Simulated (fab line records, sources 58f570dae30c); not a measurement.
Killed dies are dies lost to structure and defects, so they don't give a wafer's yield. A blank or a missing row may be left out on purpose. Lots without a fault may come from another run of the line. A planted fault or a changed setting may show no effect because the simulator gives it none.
Which tool did it? | flow berkeley_cmos170 | 14 lots, 42 wafers sampled, at 4 steps of a route of 331

WHAT THE GAUGES READ, wafer by wafer
UCB170_ACTIVE_THK_MEAS_06.
lot  | measured    | on            | ACTIVE_NITRIDE_THK (nm)
L959 | day 4 02:15 | film_metro-02 | 219.0 221.1 220.8
L963 | day 4 22:50 | film_metro-03 | 214.8 215.7 215.0
L964 | day 5 02:10 | film_metro-03 | 222.6 222.6 221.9
L966 | day 5 20:29 | film_metro-03 | 220.7 220.9 222.4
L967 | day 5 20:31 | film_metro-02 | 222.2 221.9 221.3
L968 | day 5 22:25 | film_metro-03 | 220.9 219.0 219.8
L969 | day 6 07:15 | film_metro-03 | 219.7 218.4 217.6
L973 | day 7 01:34 | film_metro-04 | 220.2 218.6 219.0
L974 | day 7 05:36 | film_metro-02 | 220.9 222.7 221.3
L978 | day 7 19:43 | film_metro-03 | 218.8 218.0 217.7
L979 | day 8 05:17 | film_metro-04 | 223.3 223.6 222.1
L980 | day 8 10:30 | film_metro-04 | 222.8 223.2 222.8
L981 | day 8 10:32 | film_metro-02 | 219.4 222.9 221.2
L982 | day 8 17:58 | film_metro-04 | 219.6 221.3 221.3

UCB170_NSD_CD_MEAS_06: target cd 1200 nm.
lot  | measured     | on        | cd_nm (nm)
L959 | day 6 17:52  | cd_sem-02 | 1198.7 1198.3 1196.7
L963 | day 7 05:56  | cd_sem-02 | 1202.8 1202.5 1202.4
L964 | day 7 15:32  | cd_sem-01 | 1200.3 1200.7 1199.5
L966 | day 8 11:07  | cd_sem-01 | 1199.2 1199.3 1199.8
L967 | day 8 12:14  | cd_sem-02 | 1198.6 1198.1 1198.7
L968 | day 8 12:04  | cd_sem-01 | 1200.9 1199.9 1200.3
L969 | day 8 13:42  | cd_sem-01 | 1201.2 1201.7 1201.7
L973 | day 9 12:02  | cd_sem-02 | 1199.9 1200.5 1199.9
L974 | day 9 17:39  | cd_sem-02 | 1202.3 1200.4 1200.8
L978 | day 10 04:04 | cd_sem-01 | 1208.4 1209.0 1208.4 1208.6 1208.5 1207.8
L979 | day 10 15:17 | cd_sem-02 | 1208.3 1206.5 1206.9 1208.1 1206.8 1207.1
L980 | day 11 03:49 | cd_sem-01 | 1200.8 1201.4 1199.1
L981 | day 11 03:07 | cd_sem-01 | 1198.0 1199.3 1199.8
L982 | day 11 03:17 | cd_sem-02 | 1199.5 1197.6 1198.7

UCB170_CONTACT_OVL_MEAS_16.
lot  | measured     | on         | CONTACT_OVL (nm)
L959 | day 7 00:41  | overlay-02 | 4 0 6
L963 | day 7 12:58  | overlay-02 | 1 -4 3
L964 | day 7 22:18  | overlay-02 | 2 -3 8
L966 | day 8 18:07  | overlay-02 | 0 3 7
L967 | day 8 20:14  | overlay-02 | 4 6 7
L968 | day 8 20:08  | overlay-02 | -2 -2 7
L969 | day 8 20:42  | overlay-02 | 6 4 7
L973 | day 9 19:03  | overlay-01 | -3 11 13
L974 | day 10 01:34 | overlay-01 | -3 0 -4
L978 | day 10 21:26 | overlay-02 | 0 2 8
L979 | day 11 07:19 | overlay-01 | 0 3 4
L980 | day 11 11:36 | overlay-02 | -2 1 -2
L981 | day 11 11:54 | overlay-01 | 3 2 -8
L982 | day 11 11:19 | overlay-01 | 3 10 -1

WHICH TOOL RAN EACH LOT (tool, then ch and the chambers of the sampled wafers, then the start)
lot  | UCB170_NSD_PEB_04
L959 | litho_track-03 ch 0, day 6 17:35
L963 | litho_track-01 ch 0, day 7 05:40
L964 | litho_track-02 ch 0, day 7 15:16
L966 | litho_track-01 ch 0, day 8 10:50
L967 | litho_track-03 ch 0, day 8 11:59
L968 | litho_track-02 ch 0, day 8 11:47
L969 | litho_track-03 ch 0, day 8 13:26
L973 | litho_track-03 ch 0, day 9 11:46
L974 | litho_track-01 ch 0, day 9 17:17
L978 | litho_track-03 ch 0, day 10 03:46
L979 | litho_track-03 ch 0, day 10 15:01
L980 | litho_track-02 ch 0, day 11 03:32
L981 | litho_track-02 ch 0, day 11 02:50
L982 | litho_track-01 ch 0, day 11 03:00
- UCB170_NSD_PEB_04

WHAT THE TOOLS THEMSELVES READ (means of the sampled wafers that have a number; where no wafer has one, the mark that the record gives instead)
The record holds no such reading with a usual standard deviation.

THE ANSWER, worked out from the rows above alone
Rule: what is usual is taken from the lots themselves. Put in order of their means at a reading, lots are off if they are a third of the lots or fewer, leave a main group of 4 or more, and stand apart from it by a gap of 3 or more times the standard deviation of the main group's means; of several such gaps the widest counts. A main group whose means are all the same, to the digits that the tables above print for the reading, isn't used. A lot without any number at a reading at which 4 lots or more have one is off too. The other lots that the step has rows for count as sound. The gauges are gone through in route order, then the tools' own readings, and for those a lot's mean is taken as printed above. The first step at which some lot is off is used, and at that step the reading that is off furthest; a lot without a number counts as furthest.
Off: L978, L979, at UCB170_NSD_CD_MEAS_06 (cd_nm). The main group: mean 1200.0 nm, standard deviation 1.3.
A tool fits if, at a process step before that reading, it ran every lot that is off, and no sound lot after the first of them. The gauges at UCB170_NSD_CD_MEAS_06 are tried like those tools. One fits: litho_track-03 at UCB170_NSD_PEB_04. Its last sound lot is L973 (day 9 11:46), its first lot that is off L978 (day 10 03:46): a fault that began between those two fits.

WHAT THE SIMULATOR HAD PUT IN
Process parameter drift: litho_track-03, from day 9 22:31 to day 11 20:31, at UCB170_NSD_PEB_04. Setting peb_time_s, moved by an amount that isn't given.
Lots struck among those shown: L978, L979. The rule above found the same.
